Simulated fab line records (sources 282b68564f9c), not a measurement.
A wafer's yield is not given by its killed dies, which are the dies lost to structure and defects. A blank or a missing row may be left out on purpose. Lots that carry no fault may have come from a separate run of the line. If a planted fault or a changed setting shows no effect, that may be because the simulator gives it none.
A lot that was struck, set against a sound lot	flow rit_cmos	28 steps out of a route of 202
Sound: these wafers, L805.1, L805.4, L805.6. Wafers struck: L810.3, L810.5, L810.6. The cause is given at the end.
At each step with rows: each side's tool, then ch and its chambers, then its first start. Under that, the readings that differ: sound wafers	struck wafers	difference of the means	sigmas: that difference in standard deviations of wafers without a fault.
alike: readings whose means differ by less than 2 such deviations, and words and numbers that are the same on both sides. not compared: withheld readings, readings that some wafer has no value for, bounds like >300 that may hide the same value, and numbers for which the record gives no deviation and whose values overlap.
Wherever a step has rows on one side only, a row that says differs or no value, or a row with sigmas, the two part there. Numbers that don't overlap but have no deviation are shown without sigmas and don't part them. A reading that every wafer of one side lacks parts them only if that side has two wafers or more.

RIT_ACTIVE_BOW_MEAS_00:
  sound on film_metro-02, day 2 01:00; struck on film_metro-01, day 3 02:02
  alike: INCOMING_BOW
RIT_ACTIVE_OXIDATION_01: target thk 46.8 nm, ox time 3360 s.
  sound on furnace-04 ch 0, day 2 02:22; struck on furnace-01 ch 0, day 3 05:05
reading	sound	struck	difference	sigmas
spike_tc_centre_C (C)	1001.5 1001.9 1002.6	1017.6 1018.1 1017.0	+15.6	+16
spike_tc_load_C (C)	1021 1018 1018	1043 1046 1044	+25	+7
spike_tc_source_C (C)	1022.4 1020.8 1021.7	1038.2 1036.7 1038.2	+16.1	+11
tube_center_temp_C (C)	1000.1 999.94 999.98	1015 1015.1 1015.1	+15	+99 or more
tube_center_temp_C_max	1002.1 1002.1 1002.2	1017.5 1017.4 1017.8	+15.4	+45
model.SiO2_of_ACTIVE_OXIDATION_01.thk_nm (nm)	46.57 47.47 47.23	54.6 53.96 54.88	+7.4	
RIT_ACTIVE_THK_MEAS_02:
  sound on film_metro-01, day 2 04:19; struck on film_metro-02, day 3 07:02
reading	sound	struck	difference	sigmas
ACTIVE_OXIDE_THK (nm)	46.6 47.5 47.2	54.6 54.0 54.9	+7.4	+10
then, 1 step without rows for these wafers: RIT_ACTIVE_CVD_03 (deposits Si3N4 from SiH2Cl2/NH3, target thk 150 nm, time 1500 s).
RIT_ACTIVE_THK_MEAS_04:
  sound on film_metro-04, day 2 06:29; struck on film_metro-01, day 3 09:13
  alike: ACTIVE_NITRIDE_THK
then, 6 steps without rows for these wafers: RIT_ACTIVE_HMDS_05 (prime time 60 s); RIT_ACTIVE_COAT_06 (resist thk 1000 nm); RIT_ACTIVE_SOFTBAKE_07 (time 60 s); RIT_ACTIVE_EXPOSE_08 (exposes mask M1, target cd 1400 nm); RIT_ACTIVE_PEB_09; RIT_ACTIVE_DEVELOP_10 (develop time 50 s).
RIT_ACTIVE_CD_MEAS_11: target cd 1400 nm.
  sound on cd_sem-02, day 2 07:32; struck on cd_sem-01, day 3 10:17
reading	sound	struck	difference	sigmas
cd_nm (nm)	1399.8 1401.2 1399.9	1396.1 1395.1 1397.2	-4.2	-2
then, 1 step without rows for these wafers: RIT_ACTIVE_HARDBAKE_12 (time 60 s).
RIT_ACTIVE_ETCH_13: etches Si3N4 in SF6, stops on SiO2, time 210 s, target depth 210 nm.
  sound on rie_diel-01 ch 0,1,2, day 2 07:48; struck on rie_diel-03 ch 0,2,3, day 3 10:31
  alike: SF6_flow_sccm, drypump_motor_current_A, oes_product_au, rf_fwd_power_W, throttle_valve_pct
  not compared: rf_hours_counter_h
RIT_ACTIVE_STRIP_14: strips in O2, time 180 s.
  sound on plasma_asher-04 ch 0,1, day 2 07:56; struck on plasma_asher-04 ch 0,1, day 3 10:42
  alike: drypump_motor_current_A, rf_refl_power_W
  not compared: rf_hours_counter_h
RIT_ACTIVE_CD_MEAS_90: target cd 1400 nm.
  sound on cd_sem-02, day 2 08:06; struck on cd_sem-02, day 3 10:52
reading	sound	struck	difference	sigmas
cd_nm (nm)	1399.7 1400.7 1400.0	1396.1 1395.2 1396.6	-4.2	-2
then, 4 steps without rows for these wafers: RIT_ACTIVE_CLEAN_15 (cleans in SC1, time 600 s); RIT_ACTIVE_CLEAN_16 (cleans in dHF, time 30 s); RIT_ACTIVE_CLEAN_17 (cleans in SC2, time 600 s); RIT_FOX1_OXIDATION_00 (target thk 350.7 nm, ox time 1130 s).
RIT_FOX1_THK_MEAS_01:
  sound on film_metro-03, day 2 11:50; struck on film_metro-03, day 3 12:38
  alike: FOX1_OXIDE_THK
then, 2 steps without rows for these wafers: RIT_FOX1_WET_ETCH_02 (etches SiO2 in BOE, target depth 350 nm, time 390 s); RIT_FOX2_OXIDATION_00 (target thk 350.7 nm, ox time 1130 s).
RIT_FOX2_THK_MEAS_01:
  sound on film_metro-02, day 2 15:05; struck on film_metro-03, day 3 14:08
  alike: FOX2_OXIDE_THK
then, 1 step without rows for these wafers: RIT_FOX2_CLEAN_02 (cleans in dHF, time 180 s).
RIT_FOX2_WET_ETCH_03: etches Si3N4 in H3PO4, target depth 195 nm, time 2700 s.
  sound on wet_bench-04 ch 0, day 2 15:12; struck on wet_bench-01 ch 3, day 3 14:14
reading	sound	struck	difference	sigmas
model.SiO2_of_ACTIVE_OXIDATION_01.thk_nm (nm)	41.19 42.06 41.83	47.1 48.01 48.59	+6.2	
  alike: bath_heat_duty_pct
RIT_FOX2_THK_MEAS_90:
  sound on film_metro-03, day 2 15:58; struck on film_metro-03, day 3 15:00
  alike: FIELD_OXIDE_LEFT_1_THK
RIT_M1_PROBE_99:
  sound on prober-02, day 4 12:43; struck on prober-02, day 5 11:59
reading	sound	struck	difference	sigmas
model.etest.nldd.width_nm (nm)	3183 3153 3198	3091 3102 3080	-87	
model.etest.pldd.width_nm (nm)	3187 3140 3174	3083 3089 3094	-78	
model.etest.pplus_sal.width_nm (nm)	3426 3439 3454	3396 3408 3398	-39	
model.etest.nplus_sal.width_nm (nm)	3440 3416 3456	3412 3410 3371	-40	
model.etest.nmos_narrow.drive_ua_um	226.5 227.2 235.7	217.4 215.3 213.7	-14.3	
  alike: killed_at_M0_to_M3, killed_at_contacts, killed_at_front_end, killed_dies, killed_open, killed_short
  not compared: model.etest.pmos_narrow.drive_ua_um

== WHERE THEY PART ==
Last at RIT_ACTIVE_CD_MEAS_90 as far as this record goes, first at RIT_ACTIVE_OXIDATION_01. Later steps at which nothing parts them and some readings are alike: RIT_FOX1_THK_MEAS_01, RIT_FOX2_THK_MEAS_01, RIT_FOX2_WET_ETCH_03, RIT_FOX2_THK_MEAS_90, RIT_M1_PROBE_99.

WHY: what had been put in by the simulator
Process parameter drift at RIT_ACTIVE_OXIDATION_01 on furnace-01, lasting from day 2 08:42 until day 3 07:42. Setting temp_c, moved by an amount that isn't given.
